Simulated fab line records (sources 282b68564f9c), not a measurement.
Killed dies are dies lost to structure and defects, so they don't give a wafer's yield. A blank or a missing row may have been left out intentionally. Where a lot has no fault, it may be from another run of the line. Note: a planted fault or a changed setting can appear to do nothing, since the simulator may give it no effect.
fab line records | flow rit_cmos
record: lots: 11 | wafers: 33 | last_day: 8
route steps=202 shown NWELL@36
lots that met no fault: from a run of the same line without faults
start_h: hours from the record's first day to the start of the lot's first wafer shown | wait_h: hours elapsed since this lot's preceding step | " repeats the value in the row above | L1.1+2: a row that stands for several wafers | - no value, or no start was given | * or withheld: withheld | < > ~ a bound
route shown NAME@n: names a module that has steps shown in the file, with the first one's number in the route | usual: mean/standard deviation of fault-free wafers | same: alike in all rows | chamber/n: place in a boat | sites: each site's reading | _std_site: the standard deviation of these | _edge_site: inner sites' mean taken away from outer sites' mean | radius_mm: for every site, how far away it sits from the centre of the wafer | mask NAME#n: copy n | behind: the most recent tool/chamber to have shaped the wafer | hold: reason for holding the lot/hours on hold/outcome of the hold | device: the transistor (n, p or np) that didn't switch | end of line: tests of these same wafers at the route's end | where a step has no rows: the recipe by itself | killed: at the first sort, the dies lost to defects and structure; wafer yield is something else | map: shows each die of a wafer: x if killed, . if not, _ if none is there
set.NAME: the setting the step ran with; set.NAME@STEP: the setting that earlier step ran with | model.NAME: the simulator's own value behind a step, which no gauge read
route steps across a sampled set of lots; one table per step, one row per wafer
services: from which hour (start_h, from the record's first day; less than 0 if before it) a tool's chamber was out of use, for how many hours, and why
== steps ==
step: RIT_NWELL_IMPLANT_08
recipe: species: P | energy_kev: 168.7 | dose_cm2: 5e+13 | tilt_deg: 7
usual: tilt_deg: 6.998/0.02
lot.wafer | tool         | chamber | start_h | wait_h | tilt_deg
L527.2    | implanter-04 | 0       | 22.13   | 0.2    | 6.950
L527.3    | "            | 0       | "       | "      | 6.987
L527.5    | "            | 0       | "       | "      | 6.987
L528.1    | implanter-02 | 0       | 27.37   | 0.2    | 7.016
L528.2    | "            | 0       | "       | "      | 7.018
L528.4    | "            | 0       | "       | "      | 6.988
L529.1    | implanter-04 | 0       | 33.01   | 0.2    | 6.986
L529.2    | "            | 0       | "       | "      | 6.974
L529.6    | "            | 0       | "       | "      | 6.973
L531.2    | implanter-02 | 0       | 41.62   | 0.2    | 7.008
L531.3    | "            | 0       | "       | "      | 6.995
L531.5    | "            | 0       | "       | "      | 6.997
L537.1    | implanter-02 | 0       | 71.04   | 0.2    | 6.604
L537.2    | "            | 0       | "       | "      | 6.604
L537.3    | "            | 0       | "       | "      | 6.597
L539.2    | implanter-02 | 0       | 81.66   | 0.2    | 6.582
L539.4    | "            | 0       | "       | "      | 6.599
L539.6    | "            | 0       | "       | "      | 6.598
L541.2    | implanter-04 | 0       | 91.57   | 0.2    | 6.980
L541.4    | "            | 0       | "       | "      | 6.986
L541.5    | "            | 0       | "       | "      | 6.968
L542.1    | implanter-01 | 0       | 97.25   | 0.2    | 7.043
L542.5    | "            | 0       | "       | "      | 7.006
L542.6    | "            | 0       | "       | "      | 7.014
L546.1    | implanter-04 | 0       | 118.65  | 0.2    | 6.992
L546.5    | "            | 0       | "       | "      | 7.010
L546.6    | "            | 0       | "       | "      | 6.969
L547.1    | implanter-01 | 0       | 123.52  | 0.2    | 7.017
L547.5    | "            | 0       | "       | "      | 6.975
L547.6    | "            | 0       | "       | "      | 6.992
L550.1    | implanter-04 | 0       | 140.02  | 0.2    | 7.008
L550.2    | "            | 0       | "       | "      | 6.965
L550.3    | "            | 0       | "       | "      | 6.999
== services ==
tool         | chamber | start_h | hours | kind
implanter-02 | -       | 67.45   | 3.0   | pm
implanter-01 | -       | 103.08  | 9.0   | pm
== key ==
first_sign: step: RIT_NWELL_IMPLANT_08 | reading: tilt_deg | direction: down | sigmas: 20 | usual: 6.998 | struck: 6.597
effect none on later readings
met_at RIT_NWELL_IMPLANT_08
struck_lots L537,L539
tester_left_out L537,L539
onset_between 41.62 71.04
fault: kind: process_parameter_drift | tool: implanter-02 | chamber: - | onset_h: 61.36 | steps: RIT_NWELL_IMPLANT_08 | channel: tilt_deg | offset: -0.41132 | shape: step | end_h: 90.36 | acts_in: these_recipes_only | stated: 7
tester_left_out: of these lots the tester's yield and bins aren't shown, on N5 and GAA mostly nor the transistor test; their killed dies are dies lost to structure and defects alone, not to doping, threshold or leakage, so they don't give the yield
